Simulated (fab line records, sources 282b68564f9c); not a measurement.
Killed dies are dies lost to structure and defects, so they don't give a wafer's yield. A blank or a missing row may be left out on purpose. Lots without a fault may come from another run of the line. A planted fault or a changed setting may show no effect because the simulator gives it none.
Which tool did it? | flow rit_cmos | 14 lots, 42 wafers sampled, at 2 steps of a route of 202

WHAT THE GAUGES READ, wafer by wafer
The record holds no reading of a measuring or inspecting step that can be judged against a usual standard deviation.

WHICH TOOL RAN EACH LOT (tool, then ch and the chambers of the sampled wafers, then the start)
lot  | RIT_CONTACT_ETCH_11               | RIT_M1_PROBE_99
L530 | rie_diel-02 ch 0,3, day 3 13:01   | -
L531 | rie_diel-02 ch 0,1,2, day 3 17:49 | -
L532 | rie_diel-04 ch 0,1,3, day 3 21:17 | -
L533 | rie_diel-04 ch 0,3, day 4 04:43   | -
L534 | rie_diel-02 ch 2,3, day 4 08:34   | -
L535 | rie_diel-01 ch 0,2,3, day 4 12:33 | -
L541 | rie_diel-02 ch 0,1,3, day 5 18:22 | prober-01, day 5 23:20
L542 | rie_diel-02 ch 1,2, day 6 01:48   | prober-01, day 6 07:08
L544 | rie_diel-01 ch 0,2,3, day 6 08:22 | -
L545 | rie_diel-04 ch 0,2, day 6 10:19   | prober-02, day 6 15:16
L546 | rie_diel-01 ch 0,1,2, day 6 14:26 | -
L549 | rie_diel-01 ch 0,1,2, day 7 11:02 | -
L552 | rie_diel-04 ch 0,1,3, day 7 23:25 | -
L553 | rie_diel-01 ch 1,2,3, day 8 05:14 | -
- RIT_CONTACT_ETCH_11: etches SiO2 in CHF3/CF4/Ar, stops on TiSi2, target depth 480 nm, time 320 s.
- RIT_M1_PROBE_99

WHAT THE TOOLS THEMSELVES READ (means of the sampled wafers that have a number; where no wafer has one, the mark that the record gives instead)
RIT_CONTACT_ETCH_11.
lot  | tool        | CHF3_flow_sccm (sccm) | O2_flow_sccm (sccm) | cf4_flow_sccm (sccm) | drypump_motor_current_A (A) | oes_product_au (a.u.) | rf_fwd_power_W (W) | throttle_valve_pct (%)
L530 | rie_diel-02 | 49.79                 | 5.010               | 10.02                | 6.4                         | 0.996                 | 194.4              | 8.81
L531 | rie_diel-02 | 49.98                 | 5.010               | 9.98                 | 6.0                         | 0.987                 | 194.5              | 8.79
L532 | rie_diel-04 | 49.86                 | 5.011               | 10.00                | 5.4                         | 0.982                 | 195.3              | 8.79
L533 | rie_diel-04 | 49.81                 | 5.017               | 10.00                | 5.5                         | 0.985                 | 193.9              | 8.89
L534 | rie_diel-02 | 50.01                 | 5.000               | 10.02                | 5.9                         | 1.020                 | 195.4              | 8.88
L535 | rie_diel-01 | 50.11                 | 4.987               | 10.01                | 5.7                         | 0.990                 | 194.4              | 8.87
L541 | rie_diel-02 | 49.87                 | 4.993               | 9.99                 | 6.1                         | 0.986                 | 194.9              | 8.79
L542 | rie_diel-02 | 50.04                 | 5.010               | 10.01                | 5.7                         | 0.981                 | 194.7              | 8.75
L544 | rie_diel-01 | 50.08                 | 5.011               | 9.98                 | 5.7                         | 0.992                 | 194.9              | 8.85
L545 | rie_diel-04 | 49.98                 | 5.001               | 10.03                | 5.6                         | 0.961                 | 194.6              | 8.88
L546 | rie_diel-01 | 50.02                 | 4.999               | 10.00                | 6.1                         | 0.979                 | 194.7              | 8.96
L549 | rie_diel-01 | 49.89                 | 5.003               | 10.02                | 6.1                         | 0.980                 | 194.6              | 8.96
L552 | rie_diel-04 | 49.94                 | 4.999               | 9.98                 | 5.4                         | 0.992                 | 194.4              | 8.79
L553 | rie_diel-01 | 49.95                 | 5.004               | 10.05                | 5.6                         | 0.982                 | 194.3              | 9.02

RIT_M1_PROBE_99.
lot  | tool      | killed_at_contacts | killed_at_front_end | killed_dies | killed_on_rim | killed_open | killed_short
L541 | prober-01 | 257.0              | 5.0                 | 262.0       | 70.0          | 1.7         | 3.3
L542 | prober-01 | 251.3              | 11.3                | 262.7       | 68.7          | 5.3         | 6.0
L545 | prober-02 | 0.0                | 5.7                 | 5.7         | 1.0           | 3.0         | 2.7

THE ANSWER, worked out from the rows above alone
Rule: what is usual is taken from the lots themselves. Put in order of their means at a reading, lots are off if they are a third of the lots or fewer, leave a main group of 4 or more, and stand apart from it by a gap of 3 or more times the standard deviation of the main group's means; of several such gaps the widest counts. A main group whose means are all the same, to the digits that the tables above print for the reading, isn't used. A lot without any number at a reading at which 4 lots or more have one is off too. The other lots that the step has rows for count as sound. The gauges are gone through in route order, then the tools' own readings, and for those a lot's mean is taken as printed above. The first step at which some lot is off is used, and at that step the reading that is off furthest; a lot without a number counts as furthest.
No lot is off at any reading shown: from this, nothing can be told.

WHAT THE SIMULATOR HAD PUT IN
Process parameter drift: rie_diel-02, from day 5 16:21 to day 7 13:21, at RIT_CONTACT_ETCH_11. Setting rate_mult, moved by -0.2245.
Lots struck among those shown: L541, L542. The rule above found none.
